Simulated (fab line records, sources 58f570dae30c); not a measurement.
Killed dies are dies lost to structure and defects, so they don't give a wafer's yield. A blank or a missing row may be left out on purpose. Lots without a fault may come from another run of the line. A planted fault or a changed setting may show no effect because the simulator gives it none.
Tool commonality check | flow berkeley_cmos170 | 13 lots, 42 wafers sampled

WHY IT WAS OPENED
At UCB170_NSD_TW_MEAS_10 the reading NSD_TW is flagged on 1 of 13 lots. Wafers without a fault read 4163, standard deviation 46.
Rule: a lot is flagged when every wafer of it that has a number lies more than 4 standard deviations from that mean, or none has a number. The other lots count as sound.

lot  | measured     | on            | NSD_TW, wafer by wafer | flag
L650 | day 7 21:54  | film_metro-01 | 4197 4214 4215         |
L653 | day 8 15:05  | film_metro-02 | 4124 4143 4116         |
L654 | day 9 01:53  | film_metro-01 | 4210 4214 4222         |
L657 | day 9 01:57  | film_metro-02 | 4127 4095 4140         |
L656 | day 9 02:26  | film_metro-03 | 4116 4103 4124         |
L659 | day 9 13:00  | film_metro-01 | 4215 4230 4224         |
L658 | day 9 13:17  | film_metro-01 | 4213 4241 4229         |
L661 | day 9 22:32  | film_metro-03 | 4110 4125 4109         |
L660 | day 9 23:09  | film_metro-02 | 4127 4144 4111         |
L663 | day 10 14:14 | film_metro-02 | 4171 4160 4184         |
L665 | day 10 14:32 | film_metro-03 | 30 30 29 29 29 30      | FLAGGED
L664 | day 10 18:56 | film_metro-03 | 4123 4104 4115         |
L666 | day 10 19:14 | film_metro-03 | 4081 4125 4137         |
The numbers of the flagged lots are 30 on average: -4134 against the usual, or -90 standard deviations.

WHICH TOOL RAN EACH LOT
The record holds 1 process step before the reading, out of a route of 331 steps. In each cell: the tool, then ch and the chambers that the sampled wafers went through, then the start.
lot  | flag    | UCB170_NSD_EXPOSE_03
L650 |         | krf_scanner-01 ch 0, day 7 21:06
L653 |         | krf_scanner-02 ch 0, day 8 13:45
L654 |         | krf_scanner-02 ch 0, day 9 00:47
L657 |         | krf_scanner-02 ch 0, day 9 00:53
L656 |         | krf_scanner-02 ch 0, day 9 01:31
L659 |         | krf_scanner-01 ch 0, day 9 11:12
L658 |         | krf_scanner-02 ch 0, day 9 11:35
L661 |         | krf_scanner-02 ch 0, day 9 21:28
L660 |         | krf_scanner-01 ch 0, day 9 21:45
L663 |         | krf_scanner-02 ch 0, day 10 13:26
L665 | FLAGGED | krf_scanner-01 ch 0, day 10 13:39
L664 |         | krf_scanner-01 ch 0, day 10 17:59
L666 |         | krf_scanner-02 ch 0, day 10 18:26
What these steps do:
- UCB170_NSD_EXPOSE_03: exposes mask NSELECT MOD, target cd 1200 nm.
- UCB170_NSD_TW_MEAS_10

FLAGGED OVER TOTAL, TOOL BY TOOL (the gauges that took the reading come last)
step                  | tool           | lots run | flagged | share of the flagged lots | sound lots run after its first flagged lot
UCB170_NSD_EXPOSE_03  | krf_scanner-01 | 5        | 1       | all                       | 1 (L664)
UCB170_NSD_EXPOSE_03  | krf_scanner-02 | 8        | 0       | none                      | -
UCB170_NSD_TW_MEAS_10 | film_metro-01  | 4        | 0       | none                      | -
UCB170_NSD_TW_MEAS_10 | film_metro-02  | 4        | 0       | none                      | -
UCB170_NSD_TW_MEAS_10 | film_metro-03  | 5        | 1       | all                       | 2 (L664,L666)

WHAT THE TABLE ALLOWS
2 rows of the table ran every flagged lot: krf_scanner-01 at UCB170_NSD_EXPOSE_03, film_metro-03 at UCB170_NSD_TW_MEAS_10.
- krf_scanner-01 at UCB170_NSD_EXPOSE_03: 1 of its 5 lots flagged. Sound lots ran on it after the first flagged one (L664), which a lasting fault on the whole tool wouldn't allow.
- film_metro-03 at UCB170_NSD_TW_MEAS_10: 1 of its 5 lots flagged. Sound lots ran on it after the first flagged one (L664, L666), which a lasting fault on the whole tool wouldn't allow.
No row of the table ran every flagged lot and no sound lot after the first.

WHAT THE SIMULATOR HAD PUT IN
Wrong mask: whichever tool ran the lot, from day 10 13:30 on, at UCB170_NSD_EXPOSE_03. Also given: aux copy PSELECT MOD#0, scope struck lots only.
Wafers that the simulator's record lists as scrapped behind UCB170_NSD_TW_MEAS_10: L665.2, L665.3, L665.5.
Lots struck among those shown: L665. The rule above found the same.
